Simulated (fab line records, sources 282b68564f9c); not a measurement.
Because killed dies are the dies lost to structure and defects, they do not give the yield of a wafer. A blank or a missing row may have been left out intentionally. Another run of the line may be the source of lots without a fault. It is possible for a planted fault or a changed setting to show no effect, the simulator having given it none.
A lot that was struck, set against a sound lot / flow ritCmos / 15 steps out of a route of 202
Sound: these wafers, L447.1, L447.2, L447.6. Wafers L443.2, L443.3, L443.5 were the ones struck. At the end, the cause is stated.
Order at every step that has rows: each side's tool, ch and its chambers, its first start. Under that, the readings that differ: sound wafers / struck wafers / difference of the means / sigmas: that difference in standard deviations of wafers without a fault.
alike: a reading whose means differ by less than 2 such deviations, as well as words and numbers matching on both sides. not compared: withheld readings; readings where some wafer has no value; bounds like >300 that might hide an equal value; numbers whose values overlap and for which the record gives no deviation.
The two part at a step that has a row with sigmas, a row that says differs or no value, or rows on one side only. Numbers that have no deviation but don't overlap get no sigmas and don't part them. A reading missing from all wafers of one side parts the sides only when that side holds two or more wafers.

RIT_PWELL_TW_MEAS_10:
  struck on filmMetro-01, day 4 21:40; sound on filmMetro-02, day 5 19:17
reading=PWELL_TW; sound=965 965 969; struck=939 945 941; difference=-25; sigmas=-2
then, 1 step without rows for these wafers: RIT_WELLDRIVE_ANNEAL_00 (time 14700 s).
RIT_WELLDRIVE_RS_MEAS_01: measures by four-point-probe.
  struck on filmMetro-04, day 5 02:49; sound on filmMetro-01, day 6 01:08
  alike: NWELL_RS
RIT_WELLDRIVE_RS_MEAS_02: measures by four-point-probe.
  struck on filmMetro-04, day 5 02:56; sound on filmMetro-01, day 6 01:16
  alike: PWELL_RS
then, 6 steps without rows for these wafers: RIT_NRETRO_HMDS_00 (prime time 60 s); RIT_NRETRO_COAT_01 (resist thk 1300 nm); RIT_NRETRO_SOFTBAKE_02 (time 58.83 s); RIT_NRETRO_EXPOSE_03 (exposes mask M4, target cd 43900 nm); RIT_NRETRO_PEB_04; RIT_NRETRO_DEVELOP_05 (develop time 68 s).
RIT_NRETRO_OVL_MEAS_06:
  struck on overlay-02, day 5 04:03; sound on overlay-01, day 6 02:16
  alike: NRETRO_OVL
then, 1 step without rows for these wafers: RIT_NRETRO_HARDBAKE_07 (time 120 s).
RIT_NRETRO_IMPLANT_08:
  sound on implanter-01 ch 0, day 6 02:32; struck on implanter-03 ch 0, day 5 04:22
reading=tiltDeg (degrees); sound=7.017 6.987 6.977; struck=5.015 5.021 5.017; difference=-1.976; sigmas=-99 or more
RIT_NRETRO_STRIP_09: strips in O2, time 180 s.
  sound on plasmaAsher-03 ch 0,1, day 6 02:41; struck on plasmaAsher-04 ch 0,1, day 5 04:29
  alike: chamberPressureMTorr, drypumpMotorCurrentA
  not compared: rfHoursCounterH
RIT_M1_PROBE_99:
  struck on prober-02, day 6 12:49; sound on prober-02, day 7 06:28
  alike: killed_at_M0_to_M3, killedAtContacts, killedAtFrontEnd, killedDies, killedOpen, killedShort

== WHERE THEY PART ==
At RIT_PWELL_TW_MEAS_10 first; at RIT_NRETRO_IMPLANT_08 last (within this record only). Later steps at which nothing parts them and some readings are alike: RIT_NRETRO_STRIP_09, RIT_M1_PROBE_99.

WHY: what the simulator had put in
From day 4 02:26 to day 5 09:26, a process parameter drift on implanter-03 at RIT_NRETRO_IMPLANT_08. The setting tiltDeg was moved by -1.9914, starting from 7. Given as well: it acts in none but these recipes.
